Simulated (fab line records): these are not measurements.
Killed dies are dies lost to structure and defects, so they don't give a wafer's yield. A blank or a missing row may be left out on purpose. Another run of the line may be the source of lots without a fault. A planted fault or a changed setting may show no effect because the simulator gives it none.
What tool caused it?	flow rit_cmos	15 lots, 45 wafers sampled, at 3 steps of a route of 202

== WHAT EACH GAUGE READ, for each wafer ==
RIT_PLDD_TW_MEAS_10.
lot	measured	on	PLDD_TW
L316	day 2 22:10	film_metro-02	2347 2335 2356
L317	day 3 04:46	film_metro-01	2323 2315 2314
L318	day 3 08:17	film_metro-02	2320 2339 2334
L319	day 3 15:08	film_metro-04	2376 2378 2383
L320	day 3 21:22	film_metro-02	2336 2331 2320
L321	day 4 01:04	film_metro-02	2357 2373 2360
L322	day 4 08:00	film_metro-02	2338 2353 2343
L324	day 4 16:23	film_metro-04	2379 2382 2377
L325	day 4 22:13	film_metro-01	2605 2606 2611
L326	day 5 02:48	film_metro-02	2633 2648 2639
L327	day 5 05:44	film_metro-01	2605 2613 2606
L329	day 5 14:04	film_metro-02	2360 2355 2351
L333	day 6 10:10	film_metro-04	2361 2346 2354
L335	day 6 22:40	film_metro-04	2367 2346 2347
L337	day 7 07:13	film_metro-04	2367 2381 2370

RIT_SDANNEAL_RS_MEAS_06: measurement is done with a four-point probe.
lot	measured	on	PLDD_RS (ohm/sq)
L316	day 3 04:34	film_metro-02	178.6 178.2 178.6
L317	day 3 10:53	film_metro-01	178.8 178.2 178.3
L318	day 3 14:29	film_metro-04	178.7 178.6 178.7
L319	day 3 23:09	film_metro-04	178.0 177.9 178.1
L320	day 4 03:49	film_metro-02	178.0 178.1 178.0
L321	day 4 07:41	film_metro-01	178.9 178.2 178.6
L322	day 4 14:13	film_metro-02	179.0 179.3 178.7
L324	day 4 23:40	film_metro-01	179.0 178.4 179.0
L325	day 5 04:38	film_metro-04	157.5 157.3 157.5
L326	day 5 09:08	film_metro-01	157.4 158.0 157.4
L327	day 5 11:57	film_metro-01	157.5 157.5 157.6
L329	day 5 20:19	film_metro-04	178.0 177.7 178.4
L333	day 6 16:23	film_metro-02	178.5 179.0 179.4
L335	day 7 05:05	film_metro-02	179.6 179.4 179.0
L337	day 7 13:47	film_metro-02	178.5 178.3 178.9

== EACH LOT AND THE TOOL THAT RAN IT (in order: tool; ch and the chambers of the sampled wafers; start) ==
lot	RIT_PLDD_IMPLANT_08
L316	implanter-02 ch 0, day 2 21:50
L317	implanter-04 ch 0, day 3 04:26
L318	implanter-02 ch 0, day 3 07:59
L319	implanter-03 ch 0, day 3 14:48
L320	implanter-04 ch 0, day 3 21:02
L321	implanter-03 ch 0, day 4 00:44
L322	implanter-03 ch 0, day 4 07:41
L324	implanter-03 ch 0, day 4 16:03
L325	implanter-03 ch 0, day 4 21:55
L326	implanter-03 ch 0, day 5 02:28
L327	implanter-03 ch 0, day 5 05:25
L329	implanter-04 ch 0, day 5 13:45
L333	implanter-02 ch 0, day 6 09:51
L335	implanter-04 ch 0, day 6 22:20
L337	implanter-04 ch 0, day 7 06:53
- RIT_PLDD_IMPLANT_08

== WHAT THE TOOLS THEMSELVES READ (means of the sampled wafers that have a number; where no wafer has one, the mark that the record gives instead) ==
RIT_PLDD_IMPLANT_08.
lot	tool	dose_ions_cm2	end_station_pressure_torr (Torr)	faraday_current_uA
L316	implanter-02	9.009e+14	7.1e-06	2794
L317	implanter-04	9.000e+14	6.8e-06	2847
L318	implanter-02	8.992e+14	7.5e-06	2807
L319	implanter-03	8.990e+14	7.3e-06	2810
L320	implanter-04	9.003e+14	7.3e-06	2799
L321	implanter-03	9.003e+14	7.4e-06	2844
L322	implanter-03	9.015e+14	7.2e-06	2821
L324	implanter-03	8.989e+14	7.4e-06	2790
L325	implanter-03	1.440e+15	9.0e-06	4484
L326	implanter-03	1.440e+15	8.8e-06	4576
L327	implanter-03	1.441e+15	9.0e-06	4567
L329	implanter-04	9.002e+14	7.3e-06	2791
L333	implanter-02	8.996e+14	6.9e-06	2811
L335	implanter-04	9.000e+14	6.9e-06	2757
L337	implanter-04	8.998e+14	7.0e-06	2847

== THE ANSWER, worked out from the rows above alone ==
Rule: usual is defined by the lots themselves. Put in order of their means at a reading, lots are off if they are a third of the lots or fewer, leave a main group of 4 or more, and stand apart from it by a gap of 3 or more times the standard deviation of the main group's means; of several such gaps the widest counts. A main group is skipped when, at the precision printed for the reading in the tables above, its means are all equal. Also off: a lot with no number at a reading for which 4 or more lots have one. Where the step has rows for the other lots, those lots are counted as sound. The gauges are gone through in route order, then the tools' own readings, and for those a lot's mean is taken as printed above. The first step at which some lot is off is used, and at that step the reading that is off furthest; a lot without a number counts as furthest.
Off: L325, L326, L327, seen at RIT_PLDD_TW_MEAS_10 (PLDD_TW). For the main group the mean is 2352 and the standard deviation 19.
If a tool, at a process step before that reading, ran all the lots that are off and no sound lot after the first of them, it fits. Not tried: the gauges at RIT_PLDD_TW_MEAS_10; whatever is off there is also off at RIT_PLDD_IMPLANT_08, on other tools, and gauge error can't account for it. One candidate fits, namely implanter-03 at RIT_PLDD_IMPLANT_08. A fault onset in the window from L324 (day 4 16:03, its last sound lot) to L325 (day 4 21:55, its first lot off) fits.
The tool's own readings at RIT_PLDD_IMPLANT_08 bear it out: on the lots that are off they differ by more than 5 times the standard deviation of the sound lots' means. dose_ions_cm2 reads 1.440e+15 there against 9.000e+14 on the sound lots; end_station_pressure_torr reads 8.9e-06 Torr there against 7.2e-06 Torr on the sound lots; faraday_current_uA reads 4542 there against 2810 on the sound lots.

== WHAT THE SIMULATOR HAD PUT IN ==
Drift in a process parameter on implanter-03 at RIT_PLDD_IMPLANT_08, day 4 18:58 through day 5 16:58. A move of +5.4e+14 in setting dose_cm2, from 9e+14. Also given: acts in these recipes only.
Shown lots that were struck: L325, L326, L327. The rule given above showed the same thing.
